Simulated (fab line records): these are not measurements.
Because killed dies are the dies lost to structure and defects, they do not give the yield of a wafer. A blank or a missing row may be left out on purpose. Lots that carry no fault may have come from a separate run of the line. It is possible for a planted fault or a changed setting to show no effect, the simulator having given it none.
The tool behind it: which one? | flow berkeley_cmos170 | 15 lots with 45 wafers sampled at 2 steps, on a route of 331 steps

## WHAT THE GAUGES SHOWED, per wafer
UCB170_NVT_TW_MEAS_09. Usual: NVT_TW typically reads 525, with standard deviation 4.1.
lot  | measured    | on            | NVT_TW      | flag
L205 | day 5 07:02 | film_metro-01 | 526 527 525 |
L206 | day 5 11:46 | film_metro-03 | 528 525 526 |
L207 | day 5 22:59 | film_metro-04 | 524 524 523 |
L210 | day 6 07:16 | film_metro-01 | 528 529 529 |
L208 | day 6 07:33 | film_metro-04 | 518 518 521 |
L209 | day 6 07:40 | film_metro-03 | 525 525 526 |
L211 | day 6 14:53 | film_metro-04 | 518 517 519 |
L215 | day 7 08:35 | film_metro-03 | 528 530 527 |
L214 | day 7 08:47 | film_metro-01 | 524 527 529 |
L216 | day 7 14:49 | film_metro-04 | 466 466 466 | OFF
L217 | day 7 15:08 | film_metro-04 | 464 465 466 | OFF
L220 | day 8 18:40 | film_metro-01 | 529 530 528 |
L224 | day 9 00:01 | film_metro-04 | 523 521 521 |
L221 | day 9 00:19 | film_metro-01 | 472 471 472 | OFF
L223 | day 9 00:17 | film_metro-04 | 519 521 519 |

## WHAT TOOL EACH LOT RAN ON (gives the tool, then ch and the chambers of the sampled wafers, and finally the start)
lot  | UCB170_NVT_IMPLANT_07
L205 | implanter-03 ch 0, day 5 06:49
L206 | implanter-03 ch 0, day 5 11:31
L207 | implanter-03 ch 0, day 5 22:44
L210 | implanter-02 ch 0, day 6 07:01
L208 | implanter-03 ch 0, day 6 07:19
L209 | implanter-01 ch 0, day 6 07:26
L211 | implanter-01 ch 0, day 6 14:38
L215 | implanter-03 ch 0, day 7 08:16
L214 | implanter-01 ch 0, day 7 08:32
L216 | implanter-03 ch 0, day 7 14:35
L217 | implanter-03 ch 0, day 7 14:55
L220 | implanter-02 ch 0, day 8 18:28
L224 | implanter-02 ch 0, day 8 23:46
L221 | implanter-03 ch 0, day 9 00:02
L223 | implanter-01 ch 0, day 9 00:02
- UCB170_NVT_IMPLANT_07

## AS READ BY THE TOOLS THEMSELVES (means over the sampled wafers that have a number; for cases with no such wafer, the mark the record gives instead)
UCB170_NVT_IMPLANT_07. Usual: 50.000 for beam_energy_keV, sd 0.016.
lot  | tool         | beam_energy_keV | flag
L205 | implanter-03 | 50.008          |
L206 | implanter-03 | 50.003          |
L207 | implanter-03 | 50.025          |
L210 | implanter-02 | 49.990          |
L208 | implanter-03 | 49.994          |
L209 | implanter-01 | 50.001          |
L211 | implanter-01 | 50.000          |
L215 | implanter-03 | 49.986          |
L214 | implanter-01 | 49.983          |
L216 | implanter-03 | 32.485          | OFF
L217 | implanter-03 | 32.513          | OFF
L220 | implanter-02 | 50.008          |
L224 | implanter-02 | 49.999          |
L221 | implanter-03 | 32.480          | OFF
L223 | implanter-01 | 50.006          |

## THE ANSWER, worked out from the rows above alone
Rule: lot off if the mean of its wafers having a number is beyond 3 standard deviations from the usual mean. A lot without any number at a reading at which 4 lots or more have one is off too. All remaining lots with rows at the step are treated as sound. The gauges are gone through in route order, then the tools' own readings, and for those a lot's mean is taken as printed above. The first step at which some lot is off is used, and at that step the reading that is off furthest; a lot without a number counts as furthest.
Off: L216, L217, L221, at UCB170_NVT_TW_MEAS_09 (NVT_TW).
A tool fits if, at a process step before that reading, it ran every lot that is off, and no sound lot after the first of them. Not tried: the gauges at UCB170_NVT_TW_MEAS_09; whatever is off there is also off at UCB170_NVT_IMPLANT_07, on other tools, and gauge error can't account for it. One fits: UCB170_NVT_IMPLANT_07 on implanter-03. Its last sound lot is L215 (day 7 08:16), its first lot that is off L216 (day 7 14:35): a fault that began between those two fits.
The tool's own readings at UCB170_NVT_IMPLANT_07 bear it out: on the lots that are off they differ by more than 5 times the standard deviation of the sound lots' means. beam_energy_keV reads 32.493 there against 50.000 on the sound lots.

## WHAT THE SIMULATOR HAD INSERTED
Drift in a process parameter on implanter-03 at UCB170_NVT_IMPLANT_07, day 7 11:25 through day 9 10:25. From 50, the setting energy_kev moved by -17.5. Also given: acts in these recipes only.
Struck lots among those shown: L216, L217, L221. The rule above found the same.
